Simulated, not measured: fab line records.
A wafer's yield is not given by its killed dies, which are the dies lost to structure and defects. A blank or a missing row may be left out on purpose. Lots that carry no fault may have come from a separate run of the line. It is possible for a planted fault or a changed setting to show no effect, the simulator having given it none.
The tool behind it: which one? + flow rit cmos + 15 lots with 45 wafers sampled at 4 steps, on a route of 202 steps

## WHAT EACH GAUGE READ, for each wafer
RIT_PWELL_TW_MEAS_10.
| lot  | measured    | on            | PWELL_TW    |
|------|-------------|---------------|-------------|
| L501 | day 2 00:03 | film metro-03 | 958 959 957 |
| L502 | day 2 04:55 | film metro-03 | 952 948 952 |
| L503 | day 2 10:01 | film metro-04 | 966 963 963 |
| L504 | day 2 14:25 | film metro-04 | 960 965 956 |
| L510 | day 3 20:08 | film metro-04 | 964 962 965 |
| L511 | day 4 05:24 | film metro-01 | 30 30 30    |
| L512 | day 4 09:05 | film metro-01 | 30 30 30    |
| L513 | day 4 13:59 | film metro-04 | 30 30 30    |
| L516 | day 5 02:39 | film metro-01 | 942 946 943 |
| L519 | day 5 21:43 | film metro-04 | 956 953 960 |
| L520 | day 5 23:34 | film metro-04 | 954 954 955 |
| L521 | day 6 03:02 | film metro-01 | 943 949 942 |
| L522 | day 6 13:23 | film metro-03 | 951 950 953 |
| L523 | day 6 17:50 | film metro-04 | 954 955 957 |
| L524 | day 6 18:41 | film metro-01 | 951 948 945 |

RIT_NRETRO_TW_MEAS_10.
| lot  | measured    | on            | NRETRO_TW      |
|------|-------------|---------------|----------------|
| L501 | day 2 07:49 | film metro-02 | 1045 1046 1052 |
| L502 | day 2 12:53 | film metro-02 | 1045 1046 1046 |
| L503 | day 2 17:07 | film metro-04 | 1056 1062 1063 |
| L504 | day 2 21:17 | film metro-03 | 1045 1054 1051 |
| L510 | day 4 05:12 | film metro-03 | 1049 1048 1044 |
| L511 | day 4 12:24 | film metro-02 | 30 30 30       |
| L512 | day 4 17:29 | film metro-02 | 30 30 30       |
| L513 | day 4 21:10 | film metro-03 | 30 30 30       |
| L516 | day 5 10:25 | film metro-03 | 1060 1058 1058 |
| L519 | day 6 04:43 | film metro-02 | 1051 1051 1048 |
| L520 | day 6 06:33 | film metro-02 | 1046 1050 1044 |
| L521 | day 6 12:04 | film metro-04 | 1055 1060 1059 |
| L522 | day 6 20:22 | film metro-02 | 1042 1053 1048 |
| L523 | day 7 01:05 | film metro-04 | 1067 1061 1067 |
| L524 | day 7 01:41 | film metro-04 | 1062 1063 1060 |

RIT_PRETRO_TW_MEAS_10.
| lot  | measured    | on            | PRETRO_TW         |
|------|-------------|---------------|-------------------|
| L501 | day 2 09:22 | film metro-03 | 474.9 476.3 474.7 |
| L502 | day 2 14:32 | film metro-03 | 475.2 473.9 473.5 |
| L503 | day 2 18:41 | film metro-01 | 473.2 469.5 473.7 |
| L504 | day 2 22:50 | film metro-03 | 475.9 473.9 476.4 |
| L510 | day 4 06:53 | film metro-01 | 472.8 470.9 470.8 |
| L511 | day 4 14:05 | film metro-01 | 29.7 29.7 29.7    |
| L512 | day 4 19:02 | film metro-01 | 29.8 29.7 29.6    |
| L513 | day 4 22:50 | film metro-02 | 29.9 30.0 29.9    |
| L516 | day 5 11:58 | film metro-01 | 471.9 472.2 473.5 |
| L519 | day 6 06:23 | film metro-01 | 473.4 475.6 474.7 |
| L520 | day 6 08:14 | film metro-03 | 474.2 475.1 473.2 |
| L521 | day 6 13:45 | film metro-01 | 474.4 473.1 473.6 |
| L522 | day 6 21:56 | film metro-01 | 471.6 474.6 472.4 |
| L523 | day 7 02:46 | film metro-01 | 470.5 472.3 471.7 |
| L524 | day 7 03:22 | film metro-01 | 471.8 469.8 474.9 |

## TOOL THAT RAN EACH LOT (tool first, then ch and the chambers of the sampled wafers, then the start)
| lot  | RIT_NWELL_STRIP_09                  |
|------|-------------------------------------|
| L501 | plasma asher-03 ch 0,1, day 1 22:02 |
| L502 | plasma asher-03 ch 0,1, day 2 03:14 |
| L503 | plasma asher-03 ch 0,1, day 2 08:10 |
| L504 | plasma asher-01 ch 0,1, day 2 12:44 |
| L510 | plasma asher-02 ch 0,1, day 3 18:25 |
| L511 | plasma asher-01 ch 0,1, day 4 03:20 |
| L512 | plasma asher-02 ch 0,1, day 4 07:14 |
| L513 | plasma asher-01 ch 0,1, day 4 12:17 |
| L516 | plasma asher-01 ch 0,1, day 5 00:48 |
| L519 | plasma asher-01 ch 0,1, day 5 19:53 |
| L520 | plasma asher-03 ch 0,1, day 5 21:37 |
| L521 | plasma asher-03 ch 0,1, day 6 01:11 |
| L522 | plasma asher-01 ch 0,1, day 6 11:39 |
| L523 | plasma asher-01 ch 0,1, day 6 15:59 |
| L524 | plasma asher-03 ch 0,1, day 6 16:50 |
- RIT_NWELL_STRIP_09: strips in O2, time 180 s.

## WHAT THE TOOLS THEMSELVES READ (means of the sampled wafers that have a number; where no wafer has one, the mark that the record gives instead)
RIT_NWELL_STRIP_09.
| lot  | tool            | chamber pressure mTorr (mTorr) | drypump motor current A (A) |
|------|-----------------|--------------------------------|-----------------------------|
| L501 | plasma asher-03 | 4001                           | 5.6                         |
| L502 | plasma asher-03 | 4005                           | 5.6                         |
| L503 | plasma asher-03 | 4003                           | 5.6                         |
| L504 | plasma asher-01 | 3997                           | 5.4                         |
| L510 | plasma asher-02 | 3999                           | 4.8                         |
| L511 | plasma asher-01 | -                              | -                           |
| L512 | plasma asher-02 | -                              | -                           |
| L513 | plasma asher-01 | -                              | -                           |
| L516 | plasma asher-01 | 4001                           | 5.9                         |
| L519 | plasma asher-01 | 3999                           | 5.4                         |
| L520 | plasma asher-03 | 4002                           | 5.6                         |
| L521 | plasma asher-03 | 3999                           | 5.7                         |
| L522 | plasma asher-01 | 4001                           | 5.4                         |
| L523 | plasma asher-01 | 4001                           | 5.9                         |
| L524 | plasma asher-03 | 3999                           | 5.6                         |

## THE ANSWER, worked out from the rows above alone
Rule: the usual values come from the lots themselves. The widest of any qualifying gaps counts: lots, ordered by their means at a reading, are off when they make up no more than a third of the lots, leave a main group of 4 or more, and stand apart from it by 3 or more times the standard deviation of that group's means. Not used: any main group whose means are identical at the precision the tables above print for the reading. A lot without any number at a reading at which 4 lots or more have one is off too. The other lots that the step has rows for count as sound. First the gauges in route order, then the tools' own readings, where a lot's mean is used as printed above. At the first step where some lot is off, the reading lying furthest off is the one used; lots without a number count as furthest.
Off: L511, L512, L513, seen at RIT_PWELL_TW_MEAS_10 (PWELL_TW). Main group: mean 954, sd 6.5.
If a tool, at a process step before that reading, ran all the lots that are off and no sound lot after the first of them, it fits. The gauges at RIT_PWELL_TW_MEAS_10 aren't tried: what is off there is off at RIT_NRETRO_TW_MEAS_10 too, on other tools, and a gauge's error can't cause that. Not one of the candidates tried fits.

## WHAT THE SIMULATOR HAD PUT IN
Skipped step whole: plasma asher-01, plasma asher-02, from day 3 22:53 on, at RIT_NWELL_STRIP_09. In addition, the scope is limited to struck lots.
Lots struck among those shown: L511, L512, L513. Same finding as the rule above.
